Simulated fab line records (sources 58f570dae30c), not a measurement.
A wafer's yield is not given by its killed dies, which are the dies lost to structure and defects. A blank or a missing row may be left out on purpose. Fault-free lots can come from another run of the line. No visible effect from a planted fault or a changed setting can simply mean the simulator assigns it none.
One fault through the eyes of 2 desks / flow berkeley cmos170 / each desk holds nothing but its own numbers, with what lay behind them at the end

## FROM THE METROLOGY DESK
What the gauges read, lot by lot, whatever tool the lot ran on: means of the sampled wafers that have a number. If a lot's mean is further than 4 standard deviations from the usual mean, the lot is out of limits and carries the mark OUT (the distance appears in the brackets).
Columns: A = PLDD_TW at UCB170_PLDD_TW_MEAS_11, usual 1010; B = cd nm at UCB170_PSD_CD_MEAS_06, usual 1199.7 nm
lot=L993; first seen here=day 7 21:48; A=1007; B=1199.1
lot=L994; first seen here=day 7 22:05; A=1024; B=1200.4
lot=L992; first seen here=day 7 22:14; A=1004; B=1200.0
lot=L995; first seen here=day 7 22:21; A=1004; B=1198.3
lot=L996; first seen here=day 8 16:04; A=996; B=1199.4
lot=L106; first seen here=day 11 02:05; A=1030; B=1199.0
lot=L107; first seen here=day 11 02:37; A=1004; B=1200.5
lot=L108; first seen here=day 11 09:33; A=1031; B=1201.2
lot=L113; first seen here=day 12 06:22; A=1010; B=1199.0
lot=L112; first seen here=day 12 06:40; A=1028; B=1200.7
lot=L111; first seen here=day 12 06:53; A=1008; B=1200.2
lot=L115; first seen here=day 12 06:57; A=1002; B=1200.2
lot=L114; first seen here=day 12 15:20; A=1000; B=1201.3
This desk's verdict: no lot among the 13 shows anything out of limits.

## THE TOOL OWNER'S DESK: rie diel-03
The tool's own readings at UCB170_CONTACT_ETCH_18 (etches PSG in CHF3/CF4/Ar, stops on TiSi2, target depth 840 nm, time 195 s): means of the sampled wafers that have a number, for each lot that ran on this tool. If a lot's mean is further than 4 standard deviations from the usual mean, the lot is out of limits and carries the mark OUT (the distance appears in the brackets).
Columns: A = drypump motor current A at UCB170_CONTACT_ETCH_18, usual 6.0 A; B = oes product au at UCB170_CONTACT_ETCH_18, usual 0.896 a.u.; C = throttle valve pct at UCB170_CONTACT_ETCH_18, usual 6.91 %
lot=L994; first seen here=day 8 18:00; A=6.2; B=0.910; C=6.96
lot=L995; first seen here=day 8 20:00; A=5.4; B=0.896; C=6.93
lot=L996; first seen here=day 9 16:00; A=5.8; B=0.878; C=6.90
lot=L108; first seen here=day 12 07:00; A=6.0; B=0.879; C=6.93
lot=L113; first seen here=day 13 04:00; A=6.3; B=0.876; C=6.97
This desk's verdict: no lot among the 5 shows anything out of limits.

## ALL TOGETHER
From the metrology desk's view, nothing was out of limits.
Nothing out of limits was seen by the tool owner's desk.

## WHAT THE SIMULATOR HAD PUT IN
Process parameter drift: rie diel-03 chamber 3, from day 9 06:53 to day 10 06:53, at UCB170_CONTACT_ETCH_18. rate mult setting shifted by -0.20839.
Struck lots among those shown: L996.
